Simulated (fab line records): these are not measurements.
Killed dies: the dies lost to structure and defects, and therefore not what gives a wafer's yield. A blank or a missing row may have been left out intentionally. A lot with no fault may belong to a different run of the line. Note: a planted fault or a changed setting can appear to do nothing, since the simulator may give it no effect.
A struck lot beside a sound one	flow rit_cmos	44 steps out of a route of 202
Sound: wafers L346.2, L346.3, L346.5. Wafers L360.3, L360.4, L360.5 were the ones struck. At the end, the cause is stated.
Each step with rows lists, per side, the tool, then ch with its chambers, then its first start. Under that, the readings that differ: sound wafers	struck wafers	difference of the means	sigmas: that difference in standard deviations of wafers without a fault.
alike: readings whose means differ by less than 2 such deviations, and words and numbers that are the same on both sides. not compared: withheld readings, readings that some wafer has no value for, bounds like >300 that may hide the same value, and numbers for which the record gives no deviation and whose values overlap.
The two part at a step that has a row with sigmas, a row that says differs or no value, or rows on one side only. Numbers that have no deviation but don't overlap get no sigmas and don't part them. A reading missing from all wafers of one side parts the sides only when that side holds two or more wafers.

first, 2 steps without rows for these wafers: RIT_SPACER_CLEAN_02 (cleans in SC2, time 600 s); RIT_SPACER_CVD_03 (deposits Si3N4 from SiH2Cl2/NH3, target thk 250 nm, time 3300 s).
RIT_SPACER_THK_MEAS_04:
  sound on film_metro-03, day 3 13:52; struck on film_metro-01, day 6 13:22
  alike: SPACER_NITRIDE_THK
RIT_SPACER_ETCHBACK_05: etches Si3N4 in SF6/CHF3, stops on SiO2, target depth 250 nm, time 240 s.
  sound on rie_diel-01 ch 0,1,3, day 3 13:55; struck on rie_diel-04 ch 2,3, day 6 13:25
  alike: chamber_pressure_mTorr, drypump_motor_current_A, oes_product_au, throttle_valve_pct
  not compared: rf_hours_counter_h
then, 6 steps without rows for these wafers: RIT_NSD_HMDS_00 (prime time 60 s); RIT_NSD_COAT_01 (resist thk 1000 nm); RIT_NSD_SOFTBAKE_02 (time 60 s); RIT_NSD_EXPOSE_03 (exposes mask M9, target cd 40700 nm); RIT_NSD_PEB_04; RIT_NSD_DEVELOP_05 (develop time 50 s).
RIT_NSD_OVL_MEAS_06:
  sound on overlay-02, day 3 15:09; struck on overlay-01, day 6 14:25
  alike: NSD_OVL
then, 1 step without rows for these wafers: RIT_NSD_HARDBAKE_07 (time 60 s).
RIT_NSD_IMPLANT_08:
  sound on implanter-02 ch 0, day 3 15:21; struck on implanter-01 ch 0, day 6 14:38
reading	sound	struck	difference	sigmas
dose_ions_cm2	1.001e+15 1.0014e+15 1.002e+15	7.179e+14 7.164e+14 7.174e+14	-2.842e+14	-99 or more
faraday_current_uA	3050 3151 3117	2243 2245 2271	-853	-14
RIT_NSD_STRIP_09: strips in O2, time 180 s.
  sound on plasma_asher-02 ch 0,1, day 3 15:29; struck on plasma_asher-02 ch 0,1, day 6 14:48
  alike: chamber_pressure_mTorr, drypump_motor_current_A
  not compared: rf_hours_counter_h
RIT_NSD_TW_MEAS_10:
  sound on film_metro-02, day 3 15:40; struck on film_metro-02, day 6 14:56
reading	sound	struck	difference	sigmas
NSD_TW	3128 3134 3124	2910 2909 2916	-217	-14
then, 6 steps without rows for these wafers: RIT_PSD_HMDS_00 (prime time 60 s); RIT_PSD_COAT_01 (resist thk 1000 nm); RIT_PSD_SOFTBAKE_02 (time 60 s); RIT_PSD_EXPOSE_03 (exposes mask M10, target cd 40900 nm); RIT_PSD_PEB_04; RIT_PSD_DEVELOP_05 (develop time 50 s).
RIT_PSD_OVL_MEAS_06:
  sound on overlay-02, day 3 16:34; struck on overlay-01, day 6 15:58
reading	sound	struck	difference	sigmas
PSD_OVL (nm)	3.7 2.6 3.0	0.2 0.8 -1.5	-3.3	-2
then, 2 steps without rows for these wafers: RIT_PSD_HARDBAKE_07 (time 60 s); RIT_PSD_IMPLANT_08.
RIT_PSD_STRIP_09: strips in O2, time 180 s.
  sound on plasma_asher-01 ch 0,1, day 3 16:54; struck on plasma_asher-01 ch 0,1, day 6 16:21
  alike: chamber_pressure_mTorr, drypump_motor_current_A
  not compared: rf_hours_counter_h
RIT_PSD_TW_MEAS_10:
  sound on film_metro-02, day 3 17:05; struck on film_metro-04, day 6 16:29
  alike: PSD_TW
then, 4 steps without rows for these wafers: RIT_SDANNEAL_CLEAN_00 (cleans in SC1, time 600 s); RIT_SDANNEAL_CLEAN_01 (cleans in dHF, time 30 s); RIT_SDANNEAL_CLEAN_02 (cleans in SC2, time 600 s); RIT_SDANNEAL_RTA_03 (time 5 s).
RIT_SDANNEAL_RS_MEAS_04: measures by four-point-probe.
  sound on film_metro-04, day 3 17:35; struck on film_metro-02, day 6 16:59
  alike: PSD_RS
RIT_SDANNEAL_RS_MEAS_05: measures by four-point-probe.
  sound on film_metro-04, day 3 17:42; struck on film_metro-02, day 6 17:07
reading	sound	struck	difference	sigmas
NSD_RS (ohm/sq)	84.33 84.20 84.50	110.82 110.20 110.95	+26.31	+91
RIT_SDANNEAL_RS_MEAS_06: measures by four-point-probe.
  sound on film_metro-04, day 3 17:49; struck on film_metro-02, day 6 17:14
  alike: PLDD_RS
RIT_SDANNEAL_RS_MEAS_07: measures by four-point-probe.
  sound on film_metro-04, day 3 17:56; struck on film_metro-02, day 6 17:21
  alike: NLDD_RS
then, 2 steps without rows for these wafers: RIT_SILICIDE_WET_ETCH_00 (etches SiO2 in BOE, target depth 14 nm, time 15 s); RIT_SILICIDE_SPUTTER_01 (material Ti, target thk 30 nm, time 240 s).
RIT_SILICIDE_RS_MEAS_02: measures by four-point-probe.
  sound on film_metro-02, day 3 18:14; struck on film_metro-01, day 6 17:38
  alike: SILICIDE_TI_RS
RIT_SILICIDE_THK_MEAS_03: measures by xrf.
  sound on film_metro-02, day 3 18:21; struck on film_metro-01, day 6 17:44
  alike: SILICIDE_TI_THK
RIT_SILICIDE_RTA_04: time 10 s, ramp up 5 s, ramp down 5 s.
  sound on rtp_anneal-02 ch 0, day 3 18:25; struck on rtp_anneal-02 ch 0, day 6 17:47
  alike: wafer_temp_C_max
then, 2 steps without rows for these wafers: RIT_SILICIDE_WET_ETCH_05 (etches Ti in SPM, time 120 s); RIT_SILICIDE_RTA_06 (time 10 s, ramp up 5 s, ramp down 10 s).
RIT_CONTACT_CVD_00: deposits SiO2 from TEOS, target thk 400 nm, time 61 s.
  sound on pecvd-04 ch 0,2, day 3 18:34; struck on pecvd-02 ch 1,2, day 6 17:58
  alike: heater_power_w
RIT_CONTACT_ETCH_11: etches SiO2 in CHF3/CF4/Ar, stops on TiSi2, target depth 480 nm, time 320 s.
  sound on rie_diel-01 ch 0,2,3, day 3 20:05; struck on rie_diel-03 ch 1,3, day 6 19:21
reading	sound	struck	difference	sigmas
model.CONTACT.cd_nm (nm)	1002 1000 1002	997.2 996.9 996.3	-4.5	
  alike: chamber_pressure_mTorr, drypump_motor_current_A, oes_product_au, throttle_valve_pct
  not compared: rf_hours_counter_h
RIT_M1_PROBE_99:
  sound on prober-02, day 4 01:37; struck on prober-02, day 7 00:36
reading	sound	struck	difference	sigmas
killed_at_contacts	0 0 0	1 0 1	+1	+2
model.etest.nmos_0p3.r_on_ohm_um	2172 2144 2200	2322 2308 2302	+139	
model.etest.nmos_0p15.r_on_ohm_um	1141 1111 1157	1216 1239 1198	+81	
model.etest.nmos_0p15.drive_ua_um	458.9 472.1 462.4	446.5 444.5 445.9	-18.8	
model.etest.contact_nplus.end_ohm_um	42.44 42.03 43.11	68.34 68.43 68.18	+25.79	
model.etest.nmos_narrow.drive_ua_um	221.3 223.8 220.2	212.8 216.5 210.1	-8.6	
model.etest.nmos_0p3.drive_ua_um	221.2 221.7 215.8	212.2 210.2 205.5	-10.3	
model.etest.contact_to_gate.bv_left_v (V)	87.74 89.3 91.07	91.52 92.43 92	+2.61	
  alike: killed_at_M0_to_M3, killed_at_front_end, killed_dies, killed_open, killed_short
  not compared: model.etest.contact_to_gate.bv_right_v

WHERE THEY PART
Earliest at RIT_NSD_IMPLANT_08; latest, in this record, at RIT_M1_PROBE_99.

WHY: the cause the simulator had injected
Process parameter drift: implanter-01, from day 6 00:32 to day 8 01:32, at RIT_NSD_IMPLANT_08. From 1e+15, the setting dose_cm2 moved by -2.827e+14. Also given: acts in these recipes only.
